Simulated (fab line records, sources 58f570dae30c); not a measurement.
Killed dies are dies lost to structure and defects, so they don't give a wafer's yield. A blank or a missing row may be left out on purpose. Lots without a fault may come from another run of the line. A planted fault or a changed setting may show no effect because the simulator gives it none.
Problem report in the 8D (eight disciplines) form, filled by code | flow berkeley_cmos170 | the parts of the form that need people (team, actions taken, sign-off) are left out

1. THE PROBLEM
cd_nm at UCB170_M2_CD_MEAS_15 reads a mean of 681.5 nm on 9 wafers of 3 lots; wafers without a fault read 699.9 nm with a standard deviation of 1.6. That is -11 standard deviations from the usual mean.
The step: target cd 700 nm.
First seen on wafer L461.2, day 11 13:54, on cd_sem-01. The record holds 45 wafers of 15 lots with a number at this step. Rule for "out", or "out of limits": more than 4 standard deviations from the usual mean. The other wafers with a number count as sound.

2. WHAT IT IS AND WHAT IT IS NOT
question                    | is                     | is not
which readings at this step | cd_nm                  | -
which lots                  | L461, L463, L464       | L442, L444, L445, L446, L448, L449, L450, L453, L454, L455, L456, L457
which wafers of those lots  | all that have a number | -
read on which gauges        | cd_sem-01, cd_sem-02   | -
when                        | from day 11 13:54      | up to then (36 sound wafers)

3. SUSPECTS, AND WHAT RULES EACH OUT
Counting: a tool at a process step up to the reading stays a suspect if it ran every lot that is out and no sound lot after the first of them.
- the gauge at UCB170_M2_CD_MEAS_15: ruled out. The wafers that are out were read on 2 gauges (cd_sem-01, cd_sem-02).
- litho_track-01 at UCB170_M2_SOFTBAKE_11 (time 60 s): kept. It ran every lot that is out, first L461 (day 11 13:00), and no sound lot after that; its last sound lot up to then is L450 (day 9 08:00). Its own readings are out on those wafers: heater_power_total_W, plate_temp_C.
Left after counting: litho_track-01 at UCB170_M2_SOFTBAKE_11.

4. THE CAUSE (what the simulator had put in)
Process parameter drift: litho_track-01, from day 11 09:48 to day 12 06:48, at UCB170_M2_SOFTBAKE_11. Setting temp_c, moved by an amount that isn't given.
Counting left only this tool.

5. THE CHAIN OF EFFECTS, in route order
Each row: a reading whose mean over the struck wafers that have a number lies more than 3 standard deviations from the usual. Only readings for which the record gives a usual standard deviation are gone through. hours: the time from each lot's start at the first step in this table that gives one to its start at this step, as a median over the lots. sigmas: the change in usual standard deviations.
hours | step                  | reading              | usual    | on struck wafers | change | sigmas
0     | UCB170_M2_SOFTBAKE_11 | heater_power_total_W | 56.80 W  | 61.33            | +4.53  | +99 or more
0     | UCB170_M2_SOFTBAKE_11 | plate_temp_C         | 130.03 C | 138.02           | +7.99  | +61
1     | UCB170_M2_CD_MEAS_15  | cd_nm                | 699.9 nm | 681.5            | -18.4  | -11
The process steps in it:
- UCB170_M2_SOFTBAKE_11: time 60 s.

6. WHAT WOULD HAVE CAUGHT IT SOONER
In this record the first reading out of limits at a measuring or inspecting step was taken at day 11 13:54, 4 hours after the fault began at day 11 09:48.
The tool's own readings at UCB170_M2_SOFTBAKE_11 were out on every struck wafer that the step has a row for (heater_power_total_W, plate_temp_C): an alarm limit on them would have fired on the first of those.
Of the lots that are out (3), L464, L463 began UCB170_M2_SOFTBAKE_11 on litho_track-01 after day 11 13:54. A hold on the tool at that time would have spared those 2.
